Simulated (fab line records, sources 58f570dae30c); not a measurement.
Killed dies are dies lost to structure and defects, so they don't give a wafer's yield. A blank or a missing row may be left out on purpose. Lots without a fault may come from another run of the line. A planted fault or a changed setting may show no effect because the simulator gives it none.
A struck lot beside a sound one | flow berkeley_cmos170 | 14 steps out of a route of 331
Sound: wafers L268.1, L268.4, L268.5. Struck: wafers L260.1, L260.2, L260.5. The cause comes at the end.
At each step with rows: each side's tool, then ch and its chambers, then its first start. Under that, the readings that differ: sound wafers | struck wafers | difference of the means | sigmas: that difference in standard deviations of wafers without a fault.
alike: readings whose means differ by less than 2 such deviations, and words and numbers that are the same on both sides. not compared: withheld readings, readings that some wafer has no value for, bounds like >300 that may hide the same value, and numbers for which the record gives no deviation and whose values overlap.
The two part at a step that has a row with sigmas, a row that says differs or no value, or rows on one side only. Numbers that don't overlap but have no deviation are shown without sigmas and don't part them. A reading that every wafer of one side lacks parts them only if that side has two wafers or more.

first, 1 step without rows for these wafers: UCB170_M3_PRE_CLEAN_00 (preclean etch time 60 s).
UCB170_M3_SPUTTER_01: material Al, target thk 900 nm, time 120 s.
  sound on pvd_sputter-01, day 11 06:03; struck on pvd_sputter-02, day 9 03:41
  alike: chamber_pressure_pa, throttle_valve_pct
UCB170_M3_RS_MEAS_02: measures by four-point-probe.
  sound on film_metro-02, day 11 06:08; struck on film_metro-03, day 9 03:46
  alike: M3_AL_RS
UCB170_M3_THK_MEAS_03: measures by xrf.
  sound on film_metro-02, day 11 06:15; struck on film_metro-03, day 9 03:53
  alike: M3_AL_THK
then, 3 steps without rows for these wafers: UCB170_M3_HMDS_04 (prime time 60 s); UCB170_M3_COAT_05 (resist thk 900 nm); UCB170_M3_SOFTBAKE_06 (time 60 s).
UCB170_M3_STRIP_07: strips in O2.
  sound on plasma_asher-01 ch 0,1, day 11 07:28; struck on plasma_asher-02 ch 0,1, day 9 04:24
  reading                     | sound       | struck      | difference | sigmas
  drypump_motor_current_A (A) | 6.1 6.1 6.1 | 5.1 5.3 5.3 | -0.9       | -2
  alike: oes_product_au, strip_time_to_endpoint_s
  not compared: rf_hours_counter_h
then, 4 steps without rows for these wafers: UCB170_M3_STRIP_08 (strips KrF in DMSO, time 600 s); UCB170_M3_COAT_09; UCB170_M3_COAT_10 (resist thk 900 nm); UCB170_M3_SOFTBAKE_11 (time 60 s).
UCB170_M3_EXPOSE_12: exposes mask METAL3, target cd 700 nm.
  sound on krf_scanner-01 ch 0, day 11 08:33; struck on krf_scanner-02, day 9 05:07
  no value came back on the struck wafers for exposure_dose_mJ_cm2, focus_offset_nm (nm), stage_vel_mm_s (mm/s); on the sound wafers exposure_dose_mJ_cm2 reads 25.999 26.004 25.992
  alike: mask
then, 1 step without rows for these wafers: UCB170_M3_PEB_13.

WHERE THEY PART
First at UCB170_M3_STRIP_07; last, within this record, at UCB170_M3_EXPOSE_12.

WHY: what the simulator had put in
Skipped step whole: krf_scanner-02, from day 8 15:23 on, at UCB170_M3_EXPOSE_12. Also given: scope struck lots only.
